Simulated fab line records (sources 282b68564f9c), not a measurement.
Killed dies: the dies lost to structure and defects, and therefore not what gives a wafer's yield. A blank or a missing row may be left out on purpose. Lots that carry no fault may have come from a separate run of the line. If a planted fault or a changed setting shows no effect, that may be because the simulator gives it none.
The same fault as seen by 2 desks | flow rit cmos | each desk has only its own numbers; what lay behind them comes last

## AT THE TOOL OWNER'S DESK: implanter-01
The tool's own readings at RIT_PWELL_IMPLANT_08, given as means over the sampled wafers that have a number, one for each lot that went through this tool. If a lot's mean is further than 4 standard deviations from the usual mean, the lot is out of limits and carries the mark OUT (the distance appears in the brackets).
Columns: A = beam energy keV at RIT_PWELL_IMPLANT_08, usual 169.99; B = beam on s at RIT_PWELL_IMPLANT_08, usual 10.00 s
lot  | first seen here | A                        | B
L168 | day 1 22:08     | 169.95                   | 9.80
L170 | day 2 08:58     | 170.05                   | 9.95
L171 | day 2 13:55     | 170.01                   | 9.90
L174 | day 3 04:16     | 170.07                   | 9.95
L176 | day 3 14:54     | 170.01                   | 9.87
L182 | day 4 20:20     | 170.00                   | 10.05
L186 | day 5 16:16     | 157.79 (-99 or more) OUT | 10.18
L191 | day 6 19:29     | 157.82 (-99 or more) OUT | 10.04
This desk's verdict: out of limits on L186, L191, starting with L186 at day 5 16:16 (beam energy keV at RIT_PWELL_IMPLANT_08). Within limits: L168, L170, L171, L174, L176, L182.

## METROLOGY DESK
What the gauges read for every lot (on any tool): the sampled wafers with a number, averaged. If a lot's mean is further than 4 standard deviations from the usual mean, the lot is out of limits and carries the mark OUT (the distance appears in the brackets).
Columns: A = PWELL_RS at RIT_WELLDRIVE_RS_MEAS_02, usual 429.5 ohm/sq; B = GATE_OXIDE_THK at RIT_GATE_THK_MEAS_07, usual 3.05 nm; C = SILICIDE_TI_RS at RIT_SILICIDE_RS_MEAS_02, usual 46.0 ohm/sq; D = CONTACT_OVL at RIT_CONTACT_OVL_MEAS_09, usual 1.5 nm
lot  | first seen here | A     | B    | C    | D
L168 | day 2 04:24     | 429.2 | 2.98 | 46.1 | 0.1
L169 | day 2 08:45     | 431.8 | 3.00 | 45.4 | 1.0
L170 | day 2 14:33     | 429.0 | 2.99 | 46.2 | -0.7
L171 | day 2 19:31     | 428.7 | 3.12 | 46.1 | 2.9
L172 | day 3 00:32     | 429.2 | 3.07 | 45.5 | 3.0
L174 | day 3 09:51     | 430.5 | 3.12 | 46.5 | 0.8
L176 | day 3 20:29     | 430.1 | 3.05 | 46.9 | 3.1
L178 | day 4 06:37     | 427.9 | 3.03 | 46.3 | 3.0
L179 | day 4 11:20     | 428.9 | 3.06 | 46.1 | 2.2
L181 | day 4 21:40     | 430.5 | 3.09 | 46.0 | 2.1
L182 | day 5 01:56     | 427.1 | 3.03 | 46.2 | 1.0
L186 | day 5 22:11     | 432.9 | 3.04 | 46.5 | 6.0
L187 | day 6 05:49     | 430.6 | 2.97 | 45.9 | -0.2
L191 | day 7 01:23     | 433.2 | 3.09 | 45.8 | -1.9
This desk found nothing out of limits on any of the 14 lots.

## TAKEN TOGETHER
The tool owner's desk could have raised an alarm at day 5 16:16, on L186, L191.
From the metrology desk's view, nothing was out of limits.
The metrology desk has L186, L191 on record, within its limits.
Every lot named ran RIT_PWELL_IMPLANT_08 on implanter-01.

## WHAT THE SIMULATOR HAD INSERTED
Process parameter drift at RIT_PWELL_IMPLANT_08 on implanter-01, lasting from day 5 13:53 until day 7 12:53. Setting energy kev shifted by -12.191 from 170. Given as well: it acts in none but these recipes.
Struck lots among those shown: L186, L191.
Delay in hours, fault start to first out-of-limits reading, by desk: the tool owner's desk at 2.
